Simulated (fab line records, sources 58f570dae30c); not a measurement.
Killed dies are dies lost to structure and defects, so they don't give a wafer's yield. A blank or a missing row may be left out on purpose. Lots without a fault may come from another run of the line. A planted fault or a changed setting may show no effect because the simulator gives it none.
fab line records | flow berkeley_cmos170
record lots=14 wafers=42 last_day=12
route steps=331 shown NSD@189
lots that met no fault: from a run of the same line without faults
start_h: hours from the record's first day to the start of the lot's first wafer shown | wait_h: hours since the lot's step before | " the same as in the row above | L1.1+2: a row that stands for several wafers | - no value, or no start given | * or withheld: withheld | < > ~ a bound
route shown NAME@n: a module of which the file shows steps, and the number in the route of the first | usual: mean/standard deviation of fault-free wafers | same: alike in all rows | chamber/n: place in a boat | sites: the reading at each site | _std_site: their standard deviation | _edge_site: outer sites' mean less inner sites' | radius_mm: how far each site lies from the wafer's centre | mask NAME#n: copy n | behind: the tool/chamber that last shaped the wafer | hold: why the lot was held/for how many hours/how that ended | device: the transistor (n, p or np) that didn't switch | end of line: the same wafers' tests at the end of the route | a step without rows: its recipe alone | killed: dies lost to structure and defects at the first sort, not the wafer's yield | map: a wafer's dies, x killed, . not, _ none there
set.NAME: the setting as run; set.NAME@STEP: as run at that earlier step | model.NAME: the simulator's own value behind a step, which no gauge read
steps of the route over a sample of lots; a table a step, a row a wafer
## steps
# step UCB170_NSD_SOFTBAKE_02
# recipe resist=KrF temp_c=130 time_s=60
# usual chill_plate_temp_C=23.00/0.12 heater_power_total_W=56.80/0.044 plate_temp_C=130.02/0.12
# columns lot.wafer tool chamber start_h wait_h chill_plate_temp_C heater_power_total_W plate_temp_C
L619.1 litho_track-04 0 144.85 0.1 23.08 56.80 129.85
L619.3 " 0 " " 22.99 56.82 129.90
L619.6 " 0 " " 23.15 56.85 129.96
L621.2 litho_track-04 0 155.44 0.1 22.89 56.82 129.85
L621.3 " 0 " " 22.94 56.73 130.10
L621.6 " 0 " " 23.07 56.86 129.92
L620.3 litho_track-02 0 155.60 0.1 22.97 56.77 129.92
L620.5 " 0 " " 22.98 56.84 130.00
L620.6 " 0 " " 22.88 56.81 130.08
L622.4 litho_track-01 0 155.80 0.1 22.93 56.82 130.00
L622.5 " 0 " " 23.02 56.79 129.93
L622.6 " 0 " " 22.82 56.80 129.93
L625.1 litho_track-02 0 169.62 0.1 23.06 58.88 133.92
L625.2 " 0 " " 23.02 58.98 133.98
L625.3 " 0 " " 22.97 58.89 133.89
L629.2 litho_track-02 0 192.74 0.1 23.09 58.92 133.78
L629.4 " 0 " " 23.16 58.87 133.82
L629.5 " 0 " " 23.16 58.85 133.71
L633.2 litho_track-01 0 218.24 0.1 22.93 56.83 129.93
L633.5 " 0 " " 23.05 56.83 130.10
L633.6 " 0 " " 23.02 56.89 129.92
L635.4 litho_track-01 0 218.74 0.1 22.68 56.79 130.06
L635.5 " 0 " " 22.75 56.74 129.78
L635.6 " 0 " " 22.87 56.77 129.85
L637.2 litho_track-04 0 228.37 0.1 23.11 56.84 129.96
L637.3 " 0 " " 23.13 56.81 129.89
L637.5 " 0 " " 23.19 56.87 130.01
L638.1 litho_track-04 0 228.79 0.1 23.17 56.83 129.95
L638.3 " 0 " " 23.15 56.75 130.03
L638.6 " 0 " " 23.15 56.79 130.03
L636.3 litho_track-01 0 229.07 0.1 22.86 56.82 129.86
L636.5 " 0 " " 23.01 56.75 130.14
L636.6 " 0 " " 23.03 56.86 130.02
L639.4 litho_track-04 0 243.58 0.1 23.16 56.82 129.85
L639.5 " 0 " " 22.95 56.89 129.95
L639.6 " 0 " " 23.02 56.82 130.01
L641.1 litho_track-02 0 253.54 0.1 22.88 56.87 130.04
L641.5 " 0 " " 22.87 56.81 129.90
L641.6 " 0 " " 22.96 56.91 130.11
L642.1 litho_track-01 0 258.66 0.1 22.92 56.74 129.90
L642.2 " 0 " " 23.06 56.84 129.89
L642.4 " 0 " " 22.89 56.80 130.01
# step UCB170_NSD_CD_MEAS_06
# recipe target_cd_nm=1200
# usual cd_nm=1199.9/1.1
# columns lot.wafer tool chamber start_h wait_h cd_nm
L619.1 cd_sem-02 - 145.70 - 1200.0
L619.3 " - " " 1200.8
L619.6 " - " " 1199.2
L621.2 cd_sem-02 - 156.45 - 1199.4
L621.3 " - " " 1199.0
L621.6 " - " " 1199.4
L620.3 cd_sem-02 - 156.71 - 1200.9
L620.5 " - " " 1201.0
L620.6 " - " " 1200.3
L622.4 cd_sem-02 - 156.85 - 1199.5
L622.5 " - " " 1198.1
L622.6 " - " " 1200.7
L625.1 cd_sem-01 - 170.32 - 1210.5
L625.2 " - " " 1211.5
L625.3 " - " " 1208.7
L629.2 cd_sem-01 - 193.28 - 1210.9
L629.4 " - " " 1210.1
L629.5 " - " " 1210.9
L633.2 cd_sem-02 - 219.56 - 1200.7
L633.5 " - " " 1199.1
L633.6 " - " " 1199.9
L635.4 cd_sem-01 - 219.79 - 1197.8
L635.5 " - " " 1198.9
L635.6 " - " " 1201.1
L637.2 cd_sem-02 - 229.24 - 1200.0
L637.3 " - " " 1200.5
L637.5 " - " " 1199.8
L638.1 cd_sem-02 - 230.39 - 1199.3
L638.3 " - " " 1198.5
L638.6 " - " " 1198.8
L636.3 cd_sem-01 - 230.43 - 1199.2
L636.5 " - " " 1200.9
L636.6 " - " " 1199.7
L639.4 cd_sem-02 - 244.27 - 1202.0
L639.5 " - " " 1202.9
L639.6 " - " " 1201.2
L641.1 cd_sem-02 - 254.24 - 1201.1
L641.5 " - " " 1199.2
L641.6 " - " " 1198.3
L642.1 cd_sem-01 - 259.53 - 1200.0
L642.2 " - " " 1199.3
L642.4 " - " " 1198.8
## key
first_sign step=UCB170_NSD_SOFTBAKE_02 reading=heater_power_total_W direction=up sigmas=48 usual=56.80 struck=58.90
effect step=UCB170_NSD_SOFTBAKE_02 reading=plate_temp_C direction=up sigmas=31 usual=* struck=*
effect step=UCB170_NSD_CD_MEAS_06 reading=cd_nm direction=up sigmas=9.3 usual=1199.9 struck=1210.4
met_at UCB170_NSD_SOFTBAKE_02
struck_lots L625,L629
tester_left_out L625,L629
onset_between 155.60 169.62
fault kind=process_parameter_drift tool=litho_track-02 chamber=- onset_h=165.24 steps=UCB170_NSD_SOFTBAKE_02 channel=temp_c offset=* shape=step end_h=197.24 acts_in=* stated=*
# tester_left_out: of these lots the tester's yield and bins aren't shown, on N5 and GAA mostly nor the transistor test; their killed dies are dies lost to structure and defects alone, not to doping, threshold or leakage, so they don't give the yield
